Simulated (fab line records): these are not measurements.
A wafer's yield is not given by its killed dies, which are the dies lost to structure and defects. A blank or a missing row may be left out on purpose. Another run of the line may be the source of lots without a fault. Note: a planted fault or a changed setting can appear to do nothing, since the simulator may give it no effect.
Split-lot trial / flow rit_cmos / 23 wafers read from 5 lots, route of 202 steps

== THE SPLIT ITSELF ==
At RIT_NWELL_IMPLANT_08, the setting energy_kev was moved away from the recipe's 170 on 9 of the 23 wafers read, by -3.2% to +5.2%. This setting was run at the recipe's value on the other wafers.

Reading taken at the split's own step.

== THE READING ==
In nm, at RIT_NWELL_IMPLANT_08: implant.drp_nm, which is the simulator's own figure and was read by no gauge. The file does not state a usual value for it.

wafer=L074.1; tool, chamber at the split=implanter-02, 0; energy_kev as run=170; against the recipe=recipe; implant.drp_nm, nm=68.82; against lot-mates on the recipe=-
wafer=L074.4; tool, chamber at the split=implanter-02, 0; energy_kev as run=170; against the recipe=recipe; implant.drp_nm, nm=68.82; against lot-mates on the recipe=-
wafer=L074.5; tool, chamber at the split=implanter-02, 0; energy_kev as run=170; against the recipe=recipe; implant.drp_nm, nm=68.82; against lot-mates on the recipe=-
wafer=L075.1; tool, chamber at the split=implanter-01, 0; energy_kev as run=170; against the recipe=recipe; implant.drp_nm, nm=68.82; against lot-mates on the recipe=-
wafer=L075.2; tool, chamber at the split=implanter-01, 0; energy_kev as run=170; against the recipe=recipe; implant.drp_nm, nm=68.82; against lot-mates on the recipe=-
wafer=L075.6; tool, chamber at the split=implanter-01, 0; energy_kev as run=170; against the recipe=recipe; implant.drp_nm, nm=68.82; against lot-mates on the recipe=-
wafer=L075.3; tool, chamber at the split=implanter-01, 0; energy_kev as run=176.7; against the recipe=+3.9%; implant.drp_nm, nm=70.85; against lot-mates on the recipe=+2.03
wafer=L075.5; tool, chamber at the split=implanter-01, 0; energy_kev as run=176.7; against the recipe=+3.9%; implant.drp_nm, nm=70.85; against lot-mates on the recipe=+2.03
wafer=L077.1; tool, chamber at the split=implanter-01, 0; energy_kev as run=165.4; against the recipe=-2.7%; implant.drp_nm, nm=67.45; against lot-mates on the recipe=-1.37
wafer=L077.4; tool, chamber at the split=implanter-01, 0; energy_kev as run=165.4; against the recipe=-2.7%; implant.drp_nm, nm=67.45; against lot-mates on the recipe=-1.37
wafer=L077.6; tool, chamber at the split=implanter-01, 0; energy_kev as run=165.4; against the recipe=-2.7%; implant.drp_nm, nm=67.45; against lot-mates on the recipe=-1.37
wafer=L077.2; tool, chamber at the split=implanter-01, 0; energy_kev as run=170; against the recipe=recipe; implant.drp_nm, nm=68.82; against lot-mates on the recipe=-
wafer=L077.5; tool, chamber at the split=implanter-01, 0; energy_kev as run=170; against the recipe=recipe; implant.drp_nm, nm=68.82; against lot-mates on the recipe=-
wafer=L079.1; tool, chamber at the split=implanter-03, 0; energy_kev as run=178.8; against the recipe=+5.2%; implant.drp_nm, nm=71.48; against lot-mates on the recipe=+2.66
wafer=L079.2; tool, chamber at the split=implanter-03, 0; energy_kev as run=178.8; against the recipe=+5.2%; implant.drp_nm, nm=71.48; against lot-mates on the recipe=+2.66
wafer=L079.4; tool, chamber at the split=implanter-03, 0; energy_kev as run=170; against the recipe=recipe; implant.drp_nm, nm=68.82; against lot-mates on the recipe=-
wafer=L079.5; tool, chamber at the split=implanter-03, 0; energy_kev as run=170; against the recipe=recipe; implant.drp_nm, nm=68.82; against lot-mates on the recipe=-
wafer=L079.6; tool, chamber at the split=implanter-03, 0; energy_kev as run=170; against the recipe=recipe; implant.drp_nm, nm=68.82; against lot-mates on the recipe=-
wafer=L084.1; tool, chamber at the split=implanter-03, 0; energy_kev as run=170; against the recipe=recipe; implant.drp_nm, nm=68.82; against lot-mates on the recipe=-
wafer=L084.3; tool, chamber at the split=implanter-03, 0; energy_kev as run=170; against the recipe=recipe; implant.drp_nm, nm=68.82; against lot-mates on the recipe=-
wafer=L084.5; tool, chamber at the split=implanter-03, 0; energy_kev as run=170; against the recipe=recipe; implant.drp_nm, nm=68.82; against lot-mates on the recipe=-
wafer=L084.2; tool, chamber at the split=implanter-03, 0; energy_kev as run=164.5; against the recipe=-3.2%; implant.drp_nm, nm=67.18; against lot-mates on the recipe=-1.64
wafer=L084.6; tool, chamber at the split=implanter-03, 0; energy_kev as run=164.5; against the recipe=-3.2%; implant.drp_nm, nm=67.18; against lot-mates on the recipe=-1.64

FIT RESULTS
A straight line over all 23 wafers: implant.drp_nm changes by +0.512 nm for each +1% of energy_kev; r = +1.00; the points scatter about the line by 0.0071 nm.
The same after taking each lot's own level away (the mean of its wafers on the recipe; 23 wafers): +0.512 nm for each +1%; r = +1.00; scatter 0.0071 nm.
That fit puts the effect of the largest move of energy_kev on the reading at 2.6 nm.
The lots' own levels span 68.820 to 68.820 nm.
The two slopes are in agreement: the lot-to-lot level therefore moves the slope only a little.
Check: with one of the wafers moved furthest among these (+5.2%) left out of the fit, the line predicts +2.65 nm for it against its lot-mates. It came out at +2.66 nm against them.

== THE OTHER SPLITS THESE WAFERS WENT THROUGH ==
Before the reading, these wafers also passed through other splits. Each is held against what the fit with the lots' levels taken away leaves over:
other split on the same wafers=RIT_ACTIVE_COAT_06 spin_rpm; wafers away from the commonest value=6; r with implant.drp_nm (lot level and that fit taken away)=-0.05
other split on the same wafers=RIT_ACTIVE_DEVELOP_10 develop_time_s; wafers away from the commonest value=11; r with implant.drp_nm (lot level and that fit taken away)=+0.15
other split on the same wafers=RIT_NWELL_COAT_01 resist_thk_nm; wafers away from the commonest value=10; r with implant.drp_nm (lot level and that fit taken away)=+0.12

== THE WHOLE CHAIN: every reading that the file lists as answering this split, in the file's order ==
step=RIT_NWELL_IMPLANT_08; what it does=; reading=implant.rp_nm (the simulator's own value, which no gauge read); change (the file's fit)=+2.19 nm for each +1% of the setting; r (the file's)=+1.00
step=RIT_NWELL_IMPLANT_08; what it does=; reading=implant.drp_nm (the simulator's own value, which no gauge read); change (the file's fit)=+0.512 nm for each +1% of the setting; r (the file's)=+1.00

== FILE'S OWN FIT ==
implant.drp_nm changes by +0.512 nm for each +1% of energy_kev, r = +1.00.
